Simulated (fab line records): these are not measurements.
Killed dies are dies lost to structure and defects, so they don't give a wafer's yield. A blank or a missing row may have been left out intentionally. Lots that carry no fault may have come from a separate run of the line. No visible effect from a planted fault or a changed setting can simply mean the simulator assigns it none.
Struck lot and sound lot, side by side / flow rit cmos / 18 out of 202 route steps
Sound: wafers L944.1, L944.2, L944.6. Struck: wafers L946.2, L946.4, L946.5. The cause comes at the end.
For every step that has rows: the tool of each side, followed by ch and its chambers, followed by its first start. Under that, the readings that differ: sound wafers / struck wafers / difference of the means / sigmas: that difference in standard deviations of wafers without a fault.
alike: readings whose means differ by less than 2 such deviations, and words and numbers that are the same on both sides. not compared: withheld readings, readings that some wafer has no value for, bounds like >300 that may hide the same value, and numbers for which the record gives no deviation and whose values overlap.
The two part at a step that has a row with sigmas, a row that says differs or no value, or rows on one side only. When numbers do not overlap yet have no deviation, they are printed without sigmas and do not part them. Lack of a reading on every wafer of one side parts them only where that side has two or more wafers.

first, 4 steps without rows for these wafers: RIT_NSD_SOFTBAKE_02 (time 60 s); RIT_NSD_EXPOSE_03 (exposes mask M9, target cd 40700 nm); RIT_NSD_PEB_04; RIT_NSD_DEVELOP_05 (develop time 50 s).
RIT_NSD_OVL_MEAS_06:
  sound on overlay-02, day 3 04:06; struck on overlay-02, day 3 11:09
  alike: NSD_OVL
then, 2 steps without rows for these wafers: RIT_NSD_HARDBAKE_07 (time 60 s); RIT_NSD_IMPLANT_08.
RIT_NSD_STRIP_09: strips in O2, time 180 s.
  sound on plasma asher-02 ch 0,1, day 3 04:26; struck on plasma asher-04 ch 0,1, day 3 11:29
  alike: drypump motor current A, rf refl power W
  not compared: rf hours counter h
RIT_NSD_TW_MEAS_10:
  sound on film metro-04, day 3 04:37; struck on film metro-04, day 3 11:40
  alike: NSD_TW
then, 3 steps without rows for these wafers: RIT_PSD_HMDS_00 (prime time 60 s); RIT_PSD_COAT_01 (resist thk 994.2 nm); RIT_PSD_SOFTBAKE_02 (time 60 s).
RIT_PSD_EXPOSE_03: exposes mask M10, target cd 40900 nm.
  sound on iline stepper-02 ch 0, day 3 05:15; struck on iline stepper-02 ch 0, day 3 12:11
reading=model.PSD.overlay x nm (nm); sound=0.3259 0.3259 0.3259; struck=-149.9 -149.9 -149.9; difference=-150.2; sigmas=
  alike: mask, stage vel mm s
then, 2 steps without rows for these wafers: RIT_PSD_PEB_04; RIT_PSD_DEVELOP_05 (develop time 50 s).
RIT_PSD_OVL_MEAS_06:
  sound on overlay-02, day 3 05:39; struck on overlay-02, day 3 12:36
reading=PSD_OVL (nm); sound=1.2 2.0 -1.0; struck=-152.4 -150.8 -150.5; difference=-152.0; sigmas=-95
then, 1 step without rows for these wafers: RIT_PSD_HARDBAKE_07 (time 60 s).
RIT_M1_PROBE_99:
  sound on prober-02, day 3 14:50; struck on prober-02, day 3 21:16
reading=model.etest.select edge diode p.leak log10 a (angstrom); sound=-10.37 -10.41 -10.2; struck=-9.732 -9.601 -9.333; difference=+0.771; sigmas=
  alike: killed at contacts, killed at front end, killed dies, killed open, killed short

WHERE THEY PART
At RIT_PSD_OVL_MEAS_06 and nowhere else, as far as this record goes. Later steps at which nothing parts them and some readings are alike: RIT_M1_PROBE_99.

WHY: what had been put in by the simulator
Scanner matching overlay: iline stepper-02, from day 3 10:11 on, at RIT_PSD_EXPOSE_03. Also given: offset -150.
